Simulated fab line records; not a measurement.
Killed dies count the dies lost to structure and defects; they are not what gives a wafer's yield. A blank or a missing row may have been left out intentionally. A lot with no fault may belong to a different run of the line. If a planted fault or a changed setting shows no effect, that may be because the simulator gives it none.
fab line records -- flow rit-cmos
[record] lots = 6, wafers = 18, last-day = 7
route steps=202 shown CONTACT@178 M1@184
lots that met no fault: taken from a fault-free run of the same line
start-h: hours from the record's opening day to when the first of the lot's shown wafers began -- wait-h: hours since the lot's step before -- " the same as in the row above -- L1.1+2: several wafers, shown together as one row -- - no value, or no start was given -- * or withheld: withheld -- < > ~ a bound
route shown NAME@n: NAME is a module with steps in the file, n the number in the route of the first one -- usual: average and standard deviation across the fault-free wafers -- same: alike in all rows -- chamber/n: place in a boat -- sites: the reading at each site -- _std_site: standard deviation across them -- _edge_site: the outer-site mean with the inner-site mean subtracted -- radius-mm: how far each site lies from the wafer's centre -- mask NAME#n: copy n -- behind: tool/chamber where the wafer was last shaped -- hold: why the lot went on hold/how many hours it stayed there/how the hold came to an end -- device: the transistor (n, p or np) that didn't switch -- end of line: the route-end tests of the same wafers -- a step with no rows: only its recipe -- killed: not the wafer's yield, but the dies lost to structure and defects at the first sort -- map: the dies of a wafer, with x for killed, . for not killed, _ for no die there
set.NAME: the setting the step ran with; set.NAME@STEP: the setting that earlier step ran with -- model.NAME: the simulator's own value behind a step, which no gauge read
certain route steps with their lots: each step a table, each wafer a row
services: when a tool's chamber went out of use (start-h, in hours from the record's first day, below 0 if earlier), for how many hours, and the reason
[[steps]]
[step RIT_CONTACT_HARDBAKE_10]
[recipe] resist = NOVOLAK, temp-c = 140, time-s = 60
[step RIT_CONTACT_ETCH_11]
[recipe] target-depth-a = 4800, over-etch-frac = 0.2, stop-on = TiSi2, chemistry = CHF3/CF4/Ar, target = SiO2, CHF3_flow_sccm = 50, cf4-flow-sccm = 10, Ar_flow_sccm = 100, O2_flow_sccm = 5, pressure-mtorr = 100, rf-w = 200, time-s = 320
[usual] drypump-motor-current-A = 5.9/0.5, oes-product-au = 0.989/0.015, throttle-valve-pct = 8.85/0.11
[same] over-etch-frac = 0.2
lot.wafer,tool,chamber,start-h,wait-h,drypump-motor-current-A,oes-product-au,rf-hours-counter-h,throttle-valve-pct
L667.2,rie-diel-04,2,67.34,0.1,5.6,0.970,143,8.89
L667.3,rie-diel-04,3,67.34,0.1,6.4,1.007,132,8.85
L667.6,rie-diel-04,1,67.34,0.1,5.9,0.996,-,8.78
L671.2,rie-diel-02,1,83.68,0.1,5.6,0.996,38,8.95
L671.3,rie-diel-02,2,83.68,0.1,6.7,0.962,144,8.79
L671.5,rie-diel-02,1,83.68,0.1,5.6,0.985,-,8.94
L672.2,rie-diel-04,3,89.52,0.1,6.4,1.004,133,8.87
L672.4,rie-diel-04,0,89.52,0.1,5.5,0.989,152,9.03
L672.5,rie-diel-04,0,89.52,0.1,5.5,0.993,-,9.04
L675.1,rie-diel-04,0,101.42,0.1,5.5,0.998,153,9.03
L675.2,rie-diel-04,3,101.42,0.1,6.4,1.010,133,8.83
L675.6,rie-diel-04,2,101.42,0.1,5.6,0.960,-,8.88
L684.3,rie-diel-03,0,149.23,0.1,6.7,0.999,6,8.78
L684.4,rie-diel-03,3,149.23,0.1,5.4,0.990,125,8.77
L684.6,rie-diel-03,0,149.23,0.1,6.7,1.001,-,8.77
L689.3,rie-diel-03,2,168.83,0.1,6.5,0.983,84,8.70
L689.5,rie-diel-03,2,168.83,0.1,6.5,0.984,-,8.70
L689.6,rie-diel-03,1,168.83,0.1,6.0,0.979,-,8.93
[step RIT_CONTACT_STRIP_12]
[recipe] chemistry = O2, time-s = 180, resist = NOVOLAK, platen-temp-c = withheld, power-w = 500, pressure-mtorr = 4000, o2-flow-sccm = 4000
[usual] drypump-motor-current-A = 5.92/0.18
lot.wafer,tool,chamber,start-h,wait-h,drypump-motor-current-A,rf-hours-counter-h
L667.2,plasma-asher-02,0,67.54,0.1,5.96,41
L667.3,plasma-asher-02,0,67.54,0.1,5.97,-
L667.6,plasma-asher-02,1,67.54,0.1,5.86,-
L671.2,plasma-asher-02,1,83.87,0.1,5.86,43
L671.3,plasma-asher-02,0,83.87,0.1,5.96,-
L671.5,plasma-asher-02,0,83.87,0.1,5.96,-
L672.2,plasma-asher-02,1,89.71,0.1,5.86,44
L672.4,plasma-asher-02,0,89.71,0.1,5.94,-
L672.5,plasma-asher-02,1,89.71,0.1,5.88,-
L675.1,plasma-asher-02,0,101.62,0.1,5.91,45
L675.2,plasma-asher-02,1,101.62,0.1,5.86,45
L675.6,plasma-asher-02,0,101.62,0.1,5.98,-
L684.3,plasma-asher-01,1,149.48,0.2,6.05,-
L684.4,plasma-asher-01,0,149.48,0.2,5.57,-
L684.6,plasma-asher-01,0,149.48,0.2,5.61,-
L689.3,plasma-asher-01,0,169.08,0.2,5.59,-
L689.5,plasma-asher-01,1,169.08,0.2,6.08,-
L689.6,plasma-asher-01,0,169.08,0.2,5.58,-
[step RIT_CONTACT_CD_MEAS_90]
[recipe] target-cd-nm = 1000
[usual] cd-nm = 1000.3/2
lot.wafer,tool,chamber,start-h,wait-h,cd-nm
L667.2,cd-sem-02,-,67.73,0.1,999.9
L667.3,cd-sem-02,-,67.73,0.1,1000.9
L667.6,cd-sem-02,-,67.73,0.1,1001.1
L671.2,cd-sem-02,-,84.07,0.1,997.4
L671.3,cd-sem-02,-,84.07,0.1,995.5
L671.5,cd-sem-02,-,84.07,0.1,998.6
L672.2,cd-sem-01,-,89.91,0.1,1000.5
L672.4,cd-sem-01,-,89.91,0.1,999.0
L672.5,cd-sem-01,-,89.91,0.1,999.7
L675.1,cd-sem-01,-,101.79,0.1,998.8
L675.2,cd-sem-01,-,101.79,0.1,999.0
L675.6,cd-sem-01,-,101.79,0.1,998.3
L684.3,cd-sem-01,-,149.64,0.1,1000.7
L684.4,cd-sem-01,-,149.64,0.1,1000.4
L684.6,cd-sem-01,-,149.64,0.1,1000.8
L689.3,cd-sem-01,-,169.24,0.1,1000.5
L689.5,cd-sem-01,-,169.24,0.1,1001.3
L689.6,cd-sem-01,-,169.24,0.1,1002.4
[step RIT_CONTACT_CLEAN_13]
[recipe] chemistry = SC1, mix = 3:3:50, time-s = 600, temp-c = 75
[step RIT_CONTACT_CLEAN_14]
[recipe] chemistry = SC2, mix = 3:3:50, time-s = 600, temp-c = 75, dry = n2-spin
[step RIT_M1_SPUTTER_00]
[recipe] material = Al, target-thk-nm = 400, power-w = 2000, chamber-pressure-pa = 0.4, gas = Ar, time-s = 500, substrate-temp-c = 25
[usual] throttle-valve-pct = 29.4/0.87
lot.wafer,tool,chamber,start-h,wait-h,throttle-valve-pct
L667.2,pvd-sputter-02,-,68.18,0.0,27.3
L667.3,pvd-sputter-02,-,68.18,0.0,29.5
L667.6,pvd-sputter-02,-,68.18,0.0,29.0
L671.2,pvd-sputter-02,-,84.53,0.0,27.5
L671.3,pvd-sputter-02,-,84.53,0.0,29.3
L671.5,pvd-sputter-02,-,84.53,0.0,29.5
L672.2,pvd-sputter-01,-,90.36,0.0,30.1
L672.4,pvd-sputter-01,-,90.36,0.0,30.1
L672.5,pvd-sputter-01,-,90.36,0.0,30.2
L675.1,pvd-sputter-01,-,102.29,0.0,30.2
L675.2,pvd-sputter-01,-,102.29,0.0,28.5
L675.6,pvd-sputter-01,-,102.29,0.0,30.2
L684.3,pvd-sputter-02,-,150.07,0.0,29.3
L684.4,pvd-sputter-02,-,150.07,0.0,27.3
L684.6,pvd-sputter-02,-,150.07,0.0,29.6
L689.3,pvd-sputter-04,-,169.67,0.0,30.9
L689.5,pvd-sputter-04,-,169.67,0.0,29.7
L689.6,pvd-sputter-04,-,169.67,0.0,30.5
[step RIT_M1_RS_MEAS_01]
[recipe] thk-meas-gauge = four-point-probe, reads = Al_of_M1_SPUTTER_00
[usual] M1_AL_RS = 0.0736/0.00056
lot.wafer,tool,chamber,start-h,wait-h,M1_AL_RS[ohm/sq]
L667.2,film-metro-01,-,68.50,0.2,0.0735
L667.3,film-metro-01,-,68.50,0.2,0.0736
L667.6,film-metro-01,-,68.50,0.2,0.0731
L671.2,film-metro-01,-,84.85,0.2,0.0740
L671.3,film-metro-01,-,84.85,0.2,0.0737
L671.5,film-metro-01,-,84.85,0.2,0.0740
L672.2,film-metro-03,-,90.67,0.2,0.0741
L672.4,film-metro-03,-,90.67,0.2,0.0748
L672.5,film-metro-03,-,90.67,0.2,0.0745
L675.1,film-metro-01,-,102.59,0.1,0.0741
L675.2,film-metro-01,-,102.59,0.1,0.0739
L675.6,film-metro-01,-,102.59,0.1,0.0740
L684.3,film-metro-01,-,150.40,0.2,0.0733
L684.4,film-metro-01,-,150.40,0.2,0.0740
L684.6,film-metro-01,-,150.40,0.2,0.0739
L689.3,film-metro-03,-,170.00,0.2,0.0738
L689.5,film-metro-03,-,170.00,0.2,0.0740
L689.6,film-metro-03,-,170.00,0.2,0.0735
[step RIT_M1_THK_MEAS_02]
[recipe] thk-meas-gauge = xrf, reads = Al_of_M1_SPUTTER_00
[usual] M1_AL_THK = 409/4.1
lot.wafer,tool,chamber,start-h,wait-h,M1_AL_THK[nm]
L667.2,film-metro-01,-,68.61,0.1,408
L667.3,film-metro-01,-,68.61,0.1,409
L667.6,film-metro-01,-,68.61,0.1,414
L671.2,film-metro-01,-,84.96,0.1,409
L671.3,film-metro-01,-,84.96,0.1,410
L671.5,film-metro-01,-,84.96,0.1,408
L672.2,film-metro-03,-,90.78,0.1,403
L672.4,film-metro-03,-,90.78,0.1,399
L672.5,film-metro-03,-,90.78,0.1,402
L675.1,film-metro-01,-,102.71,0.1,405
L675.2,film-metro-01,-,102.71,0.1,403
L675.6,film-metro-01,-,102.71,0.1,411
L684.3,film-metro-01,-,150.50,0.1,414
L684.4,film-metro-01,-,150.50,0.1,409
L684.6,film-metro-01,-,150.50,0.1,410
L689.3,film-metro-03,-,170.10,0.1,402
L689.5,film-metro-03,-,170.10,0.1,403
L689.6,film-metro-03,-,170.10,0.1,407
[step RIT_M1_HMDS_03]
[recipe] prime-time-s = 60, prime-temp-c = 140
[step RIT_M1_COAT_04]
[recipe] resist = NOVOLAK, spin-rpm = 2000, resist-thk-nm = 1300
[step RIT_M1_SOFTBAKE_05]
[recipe] resist = NOVOLAK, temp-c = 90, time-s = 60
[step RIT_M1_EXPOSE_06]
[recipe] mask-id = M12, na = 0.6, source-shape = conventional, sigma-outer = 0.5, target-cd-nm = 2600, dose-mj = 250
[usual] exposure-dose-mJ-cm2 = 249.96/0.23, focus-offset-nm = 0.1/0.53
lot.wafer,tool,chamber,start-h,wait-h,mask,exposure-dose-mJ-cm2,focus-offset-nm
L667.2,iline-stepper-01,0,69.25,0.2,M12#0,250.15,0.3
L667.3,iline-stepper-01,0,69.25,0.2,M12#0,250.09,0.8
L667.6,iline-stepper-01,0,69.25,0.2,M12#0,249.81,0.8
L671.2,iline-stepper-01,-,85.64,0.2,M12#0,-,-
L671.3,iline-stepper-01,-,85.64,0.2,M12#0,-,-
L671.5,iline-stepper-01,-,85.64,0.2,M12#0,-,-
L672.2,iline-stepper-01,-,91.30,0.1,M12#0,-,-
L672.4,iline-stepper-01,-,91.30,0.1,M12#0,-,-
L672.5,iline-stepper-01,-,91.30,0.1,M12#0,-,-
L675.1,iline-stepper-02,0,103.34,0.2,M12#0,249.94,0.3
L675.2,iline-stepper-02,0,103.34,0.2,M12#0,249.65,0.6
L675.6,iline-stepper-02,0,103.34,0.2,M12#0,249.34,0.6
L684.3,iline-stepper-02,0,151.15,0.2,M12#0,249.81,-0.5
L684.4,iline-stepper-02,0,151.15,0.2,M12#0,250.38,-0.8
L684.6,iline-stepper-02,0,151.15,0.2,M12#0,250.22,-0.1
L689.3,iline-stepper-01,0,170.63,0.1,M12#0,250.14,0.4
L689.5,iline-stepper-01,0,170.63,0.1,M12#0,249.93,-0.3
L689.6,iline-stepper-01,0,170.63,0.1,M12#0,250.34,-0.5
[step RIT_M1_PEB_07]
[recipe] resist = NOVOLAK, temp-c = withheld, time-s = withheld
[[services]]
tool,chamber,start-h,hours,kind
rie-diel-04,3,43.88,1.8,repair
rie-diel-02,1,50.83,7.6,repair
rie-diel-03,0,53.04,12.4,repair
iline-stepper-01,-,54.58,11.4,repair
pvd-sputter-04,-,58.31,7.3,repair
iline-stepper-02,-,77.11,1.7,pm
rie-diel-03,1,101.81,-,clean
rie-diel-03,1,101.81,13.4,scheduled-down
rie-diel-03,1,101.81,13.4,vent-cycle
rie-diel-02,3,105.16,7.2,repair
iline-stepper-02,-,106.80,2.1,pm
pvd-sputter-04,-,106.93,5.1,repair
plasma-asher-01,-,108.75,9.0,pm
plasma-asher-01,0,108.75,9.0,vent-cycle
plasma-asher-01,1,108.75,9.0,vent-cycle
iline-stepper-02,-,108.88,-,consumable-replace:lamp
rie-diel-02,1,109.64,7.4,repair
iline-stepper-01,-,125.10,6.2,repair
rie-diel-04,0,133.36,-,clean
rie-diel-04,0,133.36,24.2,scheduled-down
rie-diel-04,0,133.36,24.2,vent-cycle
pvd-sputter-04,-,143.46,11.7,repair
iline-stepper-01,-,150.53,9.9,repair
rie-diel-04,-,169.13,2.8,pm
[[key]]
[first-sign] step = RIT_M1_EXPOSE_06, reading = tool-record, direction = missing
effect none on later readings
met-at RIT_M1_EXPOSE_06
struck-wafers L671.2,L671.3,L671.5,L672.2,L672.4,L672.5
later-rows-left-out L671.2,L671.3,L671.5,L672.2,L672.4,L672.5
sort-left-out L671.2,L671.3,L671.5,L672.2,L672.4,L672.5
onset-between 69.25 85.64
[fault] kind = skipped-step-whole, tool = iline-stepper-01, chamber = -, onset-h = 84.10, steps = RIT_M1_EXPOSE_06, scope = struck-lots-only
// sort-left-out: the simulated sort isn't trusted on such a fault, so these wafers' sort isn't shown, and their yield isn't known
// later-rows-left-out: the simulator's readings of these wafers behind a module that went badly wrong aren't trusted and aren't shown, but for the sort
